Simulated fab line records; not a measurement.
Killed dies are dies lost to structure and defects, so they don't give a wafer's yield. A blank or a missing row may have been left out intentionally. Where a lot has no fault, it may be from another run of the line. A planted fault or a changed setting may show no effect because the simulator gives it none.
fab line records :: flow ritCmos
record
  lots=13
  wafers=39
  lastDay=7
route steps=202 shown GATE@79 FOX2@80 M1@202
lots that met no fault: taken from a fault-free run of the same line
startH: the number of hours between the record's first day and the start of the first shown wafer of the lot :: waitH: hours since the lot's step before :: " identical to the entry in the row above :: L1.1+2: a single row standing in for several wafers :: - no value present, or no start provided :: * or withheld: withheld :: < > ~ a bound
route shown NAME@n: names a module that has steps shown in the file, with the first one's number in the route :: usual: mean and standard deviation over wafers with no fault :: same: alike in all rows :: chamber/n: place in a boat :: sites: the reading at each site :: _std_site: how widely they spread, as a standard deviation :: _edge_site: mean of outer sites minus mean of inner sites :: radiusMm: for every site, how far away it sits from the centre of the wafer :: mask NAME#n: copy n :: behind: the tool/chamber that last shaped the wafer :: hold: why the lot went on hold/how many hours it stayed there/how the hold came to an end :: device: the n, p or np transistor that did not switch :: end of line: tests run on the same wafers once the route is complete :: where a step has no rows: the recipe by itself :: killed: at the first sort, the dies lost to defects and structure; wafer yield is something else :: map: a wafer's dies, x killed, . not, _ none there
set.NAME: the setting as run; set.NAME@STEP: as run at that earlier step :: model.NAME: the simulator's own value behind a step, which no gauge read
a sample of lots followed through the steps of the route, with each step as a table and each wafer as a row
## steps
# step RIT_GATE_CLEAN_04
# recipe
  chemistry=dHF
  dilution=50:1
  timeS=60
  dry=n2Spin
# usual
  runLengthS=89/3.5
lot.wafer: L625.2
tool: wetBench-03
chamber: 3
startH: 34.18
waitH: 0.0
runLengthS: 93

lot.wafer: L625.3
tool: wetBench-03
chamber: 3
startH: 34.18
waitH: 0.0
runLengthS: 93

lot.wafer: L625.6
tool: wetBench-03
chamber: 3
startH: 34.18
waitH: 0.0
runLengthS: 93

lot.wafer: L626.3
tool: wetBench-01
chamber: 0
startH: 40.12
waitH: 0.0
runLengthS: 94

lot.wafer: L626.4
tool: wetBench-01
chamber: 0
startH: 40.12
waitH: 0.0
runLengthS: 94

lot.wafer: L626.5
tool: wetBench-01
chamber: 0
startH: 40.12
waitH: 0.0
runLengthS: 94

lot.wafer: L628.2
tool: wetBench-01
chamber: 2
startH: 55.30
waitH: 0.0
runLengthS: 88

lot.wafer: L628.3
tool: wetBench-01
chamber: 2
startH: 55.30
waitH: 0.0
runLengthS: 88

lot.wafer: L628.4
tool: wetBench-01
chamber: 2
startH: 55.30
waitH: 0.0
runLengthS: 88

lot.wafer: L633.1
tool: wetBench-01
chamber: 2
startH: 73.35
waitH: 0.0
runLengthS: 328

lot.wafer: L633.3
tool: wetBench-01
chamber: 2
startH: 73.35
waitH: 0.0
runLengthS: 328

lot.wafer: L633.5
tool: wetBench-01
chamber: 2
startH: 73.35
waitH: 0.0
runLengthS: 328

lot.wafer: L639.1
tool: wetBench-03
chamber: 0
startH: 101.97
waitH: 0.0
runLengthS: 96

lot.wafer: L639.2
tool: wetBench-03
chamber: 0
startH: 101.97
waitH: 0.0
runLengthS: 96

lot.wafer: L639.3
tool: wetBench-03
chamber: 0
startH: 101.97
waitH: 0.0
runLengthS: 96

lot.wafer: L641.1
tool: wetBench-03
chamber: 0
startH: 112.66
waitH: 0.0
runLengthS: 94

lot.wafer: L641.2
tool: wetBench-03
chamber: 0
startH: 112.66
waitH: 0.0
runLengthS: 94

lot.wafer: L641.5
tool: wetBench-03
chamber: 0
startH: 112.66
waitH: 0.0
runLengthS: 94

lot.wafer: L642.4
tool: wetBench-04
chamber: 2
startH: 117.50
waitH: 0.0
runLengthS: 85

lot.wafer: L642.5
tool: wetBench-04
chamber: 2
startH: 117.50
waitH: 0.0
runLengthS: 85

lot.wafer: L642.6
tool: wetBench-04
chamber: 2
startH: 117.50
waitH: 0.0
runLengthS: 85

lot.wafer: L643.1
tool: wetBench-03
chamber: 0
startH: 123.34
waitH: 0.0
runLengthS: 88

lot.wafer: L643.3
tool: wetBench-03
chamber: 0
startH: 123.34
waitH: 0.0
runLengthS: 88

lot.wafer: L643.6
tool: wetBench-03
chamber: 0
startH: 123.34
waitH: 0.0
runLengthS: 88

lot.wafer: L644.4
tool: wetBench-03
chamber: 1
startH: 126.90
waitH: 0.0
runLengthS: 85

lot.wafer: L644.5
tool: wetBench-03
chamber: 1
startH: 126.90
waitH: 0.0
runLengthS: 85

lot.wafer: L644.6
tool: wetBench-03
chamber: 1
startH: 126.90
waitH: 0.0
runLengthS: 85

lot.wafer: L645.1
tool: wetBench-04
chamber: 1
startH: 132.55
waitH: 0.0
runLengthS: 88

lot.wafer: L645.3
tool: wetBench-04
chamber: 1
startH: 132.55
waitH: 0.0
runLengthS: 88

lot.wafer: L645.6
tool: wetBench-04
chamber: 1
startH: 132.55
waitH: 0.0
runLengthS: 88

lot.wafer: L646.1
tool: wetBench-03
chamber: 3
startH: 136.46
waitH: 0.0
runLengthS: 86

lot.wafer: L646.3
tool: wetBench-03
chamber: 3
startH: 136.46
waitH: 0.0
runLengthS: 86

lot.wafer: L646.6
tool: wetBench-03
chamber: 3
startH: 136.46
waitH: 0.0
runLengthS: 86

lot.wafer: L647.2
tool: wetBench-04
chamber: 1
startH: 142.54
waitH: 0.0
runLengthS: 87

lot.wafer: L647.5
tool: wetBench-04
chamber: 1
startH: 142.54
waitH: 0.0
runLengthS: 87

lot.wafer: L647.6
tool: wetBench-04
chamber: 1
startH: 142.54
waitH: 0.0
runLengthS: 87

lot.wafer: L648.1
tool: wetBench-03
chamber: 0
startH: 146.69
waitH: 0.0
runLengthS: 89

lot.wafer: L648.5
tool: wetBench-03
chamber: 0
startH: 146.69
waitH: 0.0
runLengthS: 89

lot.wafer: L648.6
tool: wetBench-03
chamber: 0
startH: 146.69
waitH: 0.0
runLengthS: 89
# step RIT_FOX2_THK_MEAS_91
# recipe
  reads=SiO2_of_FOX2_OXIDATION_00
# usual
  FIELD_OXIDE_LEFT_2_THK=253/6
lot.wafer: L625.2
tool: filmMetro-04
chamber: -
startH: 34.22
waitH: 0.0
FIELD_OXIDE_LEFT_2_THK[nm]: 256

lot.wafer: L625.3
tool: filmMetro-04
chamber: -
startH: 34.22
waitH: 0.0
FIELD_OXIDE_LEFT_2_THK[nm]: 259

lot.wafer: L625.6
tool: filmMetro-04
chamber: -
startH: 34.22
waitH: 0.0
FIELD_OXIDE_LEFT_2_THK[nm]: 248

lot.wafer: L626.3
tool: filmMetro-04
chamber: -
startH: 40.17
waitH: 0.0
FIELD_OXIDE_LEFT_2_THK[nm]: 255

lot.wafer: L626.4
tool: filmMetro-04
chamber: -
startH: 40.17
waitH: 0.0
FIELD_OXIDE_LEFT_2_THK[nm]: 265

lot.wafer: L626.5
tool: filmMetro-04
chamber: -
startH: 40.17
waitH: 0.0
FIELD_OXIDE_LEFT_2_THK[nm]: 255

lot.wafer: L628.2
tool: filmMetro-04
chamber: -
startH: 55.33
waitH: 0.0
FIELD_OXIDE_LEFT_2_THK[nm]: 256

lot.wafer: L628.3
tool: filmMetro-04
chamber: -
startH: 55.33
waitH: 0.0
FIELD_OXIDE_LEFT_2_THK[nm]: 248

lot.wafer: L628.4
tool: filmMetro-04
chamber: -
startH: 55.33
waitH: 0.0
FIELD_OXIDE_LEFT_2_THK[nm]: 252

lot.wafer: L633.1
tool: filmMetro-04
chamber: -
startH: 73.37
waitH: -
FIELD_OXIDE_LEFT_2_THK[nm]: 226

lot.wafer: L633.3
tool: filmMetro-04
chamber: -
startH: 73.37
waitH: -
FIELD_OXIDE_LEFT_2_THK[nm]: 223

lot.wafer: L633.5
tool: filmMetro-04
chamber: -
startH: 73.37
waitH: -
FIELD_OXIDE_LEFT_2_THK[nm]: 228

lot.wafer: L639.1
tool: filmMetro-02
chamber: -
startH: 101.99
waitH: 0.0
FIELD_OXIDE_LEFT_2_THK[nm]: 246

lot.wafer: L639.2
tool: filmMetro-02
chamber: -
startH: 101.99
waitH: 0.0
FIELD_OXIDE_LEFT_2_THK[nm]: 241

lot.wafer: L639.3
tool: filmMetro-02
chamber: -
startH: 101.99
waitH: 0.0
FIELD_OXIDE_LEFT_2_THK[nm]: 242

lot.wafer: L641.1
tool: filmMetro-02
chamber: -
startH: 112.69
waitH: 0.0
FIELD_OXIDE_LEFT_2_THK[nm]: 257

lot.wafer: L641.2
tool: filmMetro-02
chamber: -
startH: 112.69
waitH: 0.0
FIELD_OXIDE_LEFT_2_THK[nm]: 253

lot.wafer: L641.5
tool: filmMetro-02
chamber: -
startH: 112.69
waitH: 0.0
FIELD_OXIDE_LEFT_2_THK[nm]: 255

lot.wafer: L642.4
tool: filmMetro-04
chamber: -
startH: 117.55
waitH: 0.0
FIELD_OXIDE_LEFT_2_THK[nm]: 255

lot.wafer: L642.5
tool: filmMetro-04
chamber: -
startH: 117.55
waitH: 0.0
FIELD_OXIDE_LEFT_2_THK[nm]: 245

lot.wafer: L642.6
tool: filmMetro-04
chamber: -
startH: 117.55
waitH: 0.0
FIELD_OXIDE_LEFT_2_THK[nm]: 254

lot.wafer: L643.1
tool: filmMetro-04
chamber: -
startH: 123.36
waitH: 0.0
FIELD_OXIDE_LEFT_2_THK[nm]: 249

lot.wafer: L643.3
tool: filmMetro-04
chamber: -
startH: 123.36
waitH: 0.0
FIELD_OXIDE_LEFT_2_THK[nm]: 255

lot.wafer: L643.6
tool: filmMetro-04
chamber: -
startH: 123.36
waitH: 0.0
FIELD_OXIDE_LEFT_2_THK[nm]: 250

lot.wafer: L644.4
tool: filmMetro-04
chamber: -
startH: 126.96
waitH: 0.0
FIELD_OXIDE_LEFT_2_THK[nm]: 251

lot.wafer: L644.5
tool: filmMetro-04
chamber: -
startH: 126.96
waitH: 0.0
FIELD_OXIDE_LEFT_2_THK[nm]: 247

lot.wafer: L644.6
tool: filmMetro-04
chamber: -
startH: 126.96
waitH: 0.0
FIELD_OXIDE_LEFT_2_THK[nm]: 252

lot.wafer: L645.1
tool: filmMetro-01
chamber: -
startH: 132.57
waitH: 0.0
FIELD_OXIDE_LEFT_2_THK[nm]: 252

lot.wafer: L645.3
tool: filmMetro-01
chamber: -
startH: 132.57
waitH: 0.0
FIELD_OXIDE_LEFT_2_THK[nm]: 247

lot.wafer: L645.6
tool: filmMetro-01
chamber: -
startH: 132.57
waitH: 0.0
FIELD_OXIDE_LEFT_2_THK[nm]: 256

lot.wafer: L646.1
tool: filmMetro-01
chamber: -
startH: 136.49
waitH: 0.0
FIELD_OXIDE_LEFT_2_THK[nm]: 254

lot.wafer: L646.3
tool: filmMetro-01
chamber: -
startH: 136.49
waitH: 0.0
FIELD_OXIDE_LEFT_2_THK[nm]: 254

lot.wafer: L646.6
tool: filmMetro-01
chamber: -
startH: 136.49
waitH: 0.0
FIELD_OXIDE_LEFT_2_THK[nm]: 260

lot.wafer: L647.2
tool: filmMetro-01
chamber: -
startH: 142.57
waitH: 0.0
FIELD_OXIDE_LEFT_2_THK[nm]: 257

lot.wafer: L647.5
tool: filmMetro-01
chamber: -
startH: 142.57
waitH: 0.0
FIELD_OXIDE_LEFT_2_THK[nm]: 257

lot.wafer: L647.6
tool: filmMetro-01
chamber: -
startH: 142.57
waitH: 0.0
FIELD_OXIDE_LEFT_2_THK[nm]: 264

lot.wafer: L648.1
tool: filmMetro-02
chamber: -
startH: 146.72
waitH: 0.0
FIELD_OXIDE_LEFT_2_THK[nm]: 262

lot.wafer: L648.5
tool: filmMetro-02
chamber: -
startH: 146.72
waitH: 0.0
FIELD_OXIDE_LEFT_2_THK[nm]: 260

lot.wafer: L648.6
tool: filmMetro-02
chamber: -
startH: 146.72
waitH: 0.0
FIELD_OXIDE_LEFT_2_THK[nm]: 262
# step RIT_M1_PROBE_99
# usual
  killedAtContacts=0.1/0.29
  killedAtFrontEnd=7/3
  killedDies=8/3
  killedOpen=3.7/2
  killedShort=3.8/2.1
# same
  grossDies=264
  killed_at_M0_to_M3=0
  killed_at_M4_up=0
  killedAtBackSide=0
  killedAtOther=0
lot.wafer: L625.2
tool: prober-01
chamber: -
startH: 64.50
waitH: 0.1
killedAtContacts: 0
killedAtFrontEnd: 8
killedDies: 8
killedOpen: 3
killedShort: 5

lot.wafer: L625.3
tool: prober-01
chamber: -
startH: 64.55
waitH: 0.2
killedAtContacts: 0
killedAtFrontEnd: 9
killedDies: 9
killedOpen: 4
killedShort: 5

lot.wafer: L625.6
tool: prober-01
chamber: -
startH: 64.70
waitH: 0.2
killedAtContacts: 0
killedAtFrontEnd: 7
killedDies: 7
killedOpen: 4
killedShort: 3

lot.wafer: L633.1
tool: prober-01
chamber: -
startH: 98.50
waitH: 0.1
killedAtContacts: 0
killedAtFrontEnd: 6
killedDies: 6
killedOpen: 2
killedShort: 4

lot.wafer: L642.4
tool: prober-02
chamber: -
startH: 143.11
waitH: 0.2
killedAtContacts: 1
killedAtFrontEnd: 10
killedDies: 11
killedOpen: 4
killedShort: 7

lot.wafer: L642.5
tool: prober-02
chamber: -
startH: 143.16
waitH: 0.2
killedAtContacts: 0
killedAtFrontEnd: 12
killedDies: 12
killedOpen: 4
killedShort: 8

lot.wafer: L642.6
tool: prober-02
chamber: -
startH: 143.21
waitH: 0.2
killedAtContacts: 0
killedAtFrontEnd: 14
killedDies: 14
killedOpen: 6
killedShort: 8

lot.wafer: L643.1
tool: prober-01
chamber: -
startH: 148.17
waitH: 0.1
killedAtContacts: 0
killedAtFrontEnd: 14
killedDies: 14
killedOpen: 8
killedShort: 6

lot.wafer: L643.3
tool: prober-01
chamber: -
startH: 148.27
waitH: 0.2
killedAtContacts: 0
killedAtFrontEnd: 8
killedDies: 8
killedOpen: 5
killedShort: 3

lot.wafer: L643.6
tool: prober-01
chamber: -
startH: 148.42
waitH: 0.2
killedAtContacts: 1
killedAtFrontEnd: 4
killedDies: 5
killedOpen: 3
killedShort: 2

lot.wafer: L644.4
tool: prober-02
chamber: -
startH: 151.85
waitH: 0.2
killedAtContacts: 0
killedAtFrontEnd: 5
killedDies: 5
killedOpen: 1
killedShort: 2

lot.wafer: L644.5
tool: prober-02
chamber: -
startH: 151.90
waitH: 0.2
killedAtContacts: 0
killedAtFrontEnd: 10
killedDies: 10
killedOpen: 4
killedShort: 5

lot.wafer: L644.6
tool: prober-02
chamber: -
startH: 151.95
waitH: 0.2
killedAtContacts: 0
killedAtFrontEnd: 4
killedDies: 4
killedOpen: 4
killedShort: 0

lot.wafer: L645.1
tool: prober-01
chamber: -
startH: 157.50
waitH: 0.1
killedAtContacts: 0
killedAtFrontEnd: 8
killedDies: 8
killedOpen: 7
killedShort: 1

lot.wafer: L645.3
tool: prober-01
chamber: -
startH: 157.60
waitH: 0.2
killedAtContacts: 0
killedAtFrontEnd: 6
killedDies: 6
killedOpen: 2
killedShort: 4

lot.wafer: L645.6
tool: prober-01
chamber: -
startH: 157.75
waitH: 0.2
killedAtContacts: 0
killedAtFrontEnd: 11
killedDies: 11
killedOpen: 3
killedShort: 8
# killed by level:class
L625.2 REOX:geometricParticle:short=3 REOX:geometricParticle:open=2 FOX1:geometricParticle:short=1 GATE:geometricParticle:open=1 GATE:geometricParticle:short=1
L625.3 FOX1:geometricParticle:short=2 FOX1:geometricParticle:open=1 GATE:geometricParticle:open=1 GATE:geometricParticle:short=1 REOX:geometricParticle:open=1 SPACER:geometricParticle:short=1 SILICIDE:geometricParticle:open=1 SILICIDE:geometricParticle:short=1
L625.6 GATE:geometricParticle:open=3 FOX1:geometricParticle:short=2 FOX1:geometricParticle:open=1 GATE:geometricParticle:short=1
L633.1 FOX1:geometricParticle:short=3 GATE:geometricParticle:open=1 GATE:geometricParticle:short=1 STARTING-WAFER:geometricParticle:open=1
L642.4 GATE:geometricParticle:short=6 GATE:geometricParticle:open=1 REOX:geometricParticle:open=1 REOX:geometricParticle:short=1 SPACER:geometricParticle:open=1 CONTACT:geometricParticle:open=1
L642.5 GATE:geometricParticle:short=4 FOX2:geometricParticle:open=2 FOX2:geometricParticle:short=2 FOX1:geometricParticle:open=1 FOX1:geometricParticle:short=1 GATE:geometricParticle:open=1 SPACER:geometricParticle:short=1
L642.6 GATE:geometricParticle:short=4 GATE:geometricParticle:open=3 REOX:geometricParticle:short=2 SPACER:geometricParticle:short=2 FOX2:geometricParticle:open=1 REOX:geometricParticle:open=1 SPACER:geometricParticle:open=1
L643.1 GATE:geometricParticle:short=3 SPACER:geometricParticle:open=3 SILICIDE:geometricParticle:open=3 REOX:geometricParticle:short=2 FOX1:geometricParticle:open=1 REOX:geometricParticle:open=1 SPACER:geometricParticle:short=1
L643.3 GATE:geometricParticle:short=2 SPACER:geometricParticle:open=2 FOX2:geometricParticle:open=1 GATE:geometricParticle:open=1 REOX:geometricParticle:short=1 SILICIDE:geometricParticle:open=1
L643.6 CONTACT:geometricParticle:open=1 GATE:geometricParticle:open=1 GATE:geometricParticle:short=1 REOX:geometricParticle:short=1 SPACER:geometricParticle:open=1
L644.4 GATE:geometricParticle:short=2 PRETRO:coatMicrobubblePrinted=2 REOX:geometricParticle:open=1
L644.5 GATE:geometricParticle:short=3 SPACER:geometricParticle:open=2 GATE:geometricParticle:open=1 REOX:geometricParticle:short=1 SILICIDE:geometricParticle:short=1 SILICIDE:geometricParticle:open=1 PRETRO:coatMicrobubblePrinted=1
L644.6 FOX1:geometricParticle:open=1 GATE:geometricParticle:open=1 SPACER:geometricParticle:open=1 SILICIDE:geometricParticle:open=1
L645.1 SPACER:geometricParticle:open=3 GATE:geometricParticle:open=2 ACTIVE:geometricParticle:open=1 GATE:geometricParticle:short=1 REOX:geometricParticle:open=1
L645.3 REOX:geometricParticle:short=2 GATE:geometricParticle:short=1 GATE:geometricParticle:open=1 SPACER:geometricParticle:open=1 SILICIDE:geometricParticle:short=1
L645.6 GATE:geometricParticle:short=3 REOX:geometricParticle:short=2 SPACER:geometricParticle:short=2 FOX1:geometricParticle:short=1 GATE:geometricParticle:open=1 REOX:geometricParticle:open=1 SILICIDE:geometricParticle:open=1
## key
firstSign
  step=RIT_GATE_CLEAN_04
  reading=runLengthS
  direction=up
  sigmas=68
  usual=*
  struck=*
effect
  step=RIT_FOX2_THK_MEAS_91
  reading=FIELD_OXIDE_LEFT_2_THK
  direction=down
  sigmas=4.7
  usual=253
  struck=225
metAt RIT_GATE_CLEAN_04
struckLots L633
struckWafers L633.1,L633.3,L633.5
testerLeftOut L633
onsetBetween 55.30 73.35
fault
  kind=processParameterDrift
  tool=wetBench-01
  chamber=2
  onsetH=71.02
  steps=RIT_GATE_CLEAN_04
  channel=timeS
  offset=*
  shape=step
  endH=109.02
  actsIn=*
  stated=*
# testerLeftOut: of these lots the tester's yield and bins aren't shown, on N5 and GAA mostly nor the transistor test; their killed dies are dies lost to structure and defects alone, not to doping, threshold or leakage, so they don't give the yield
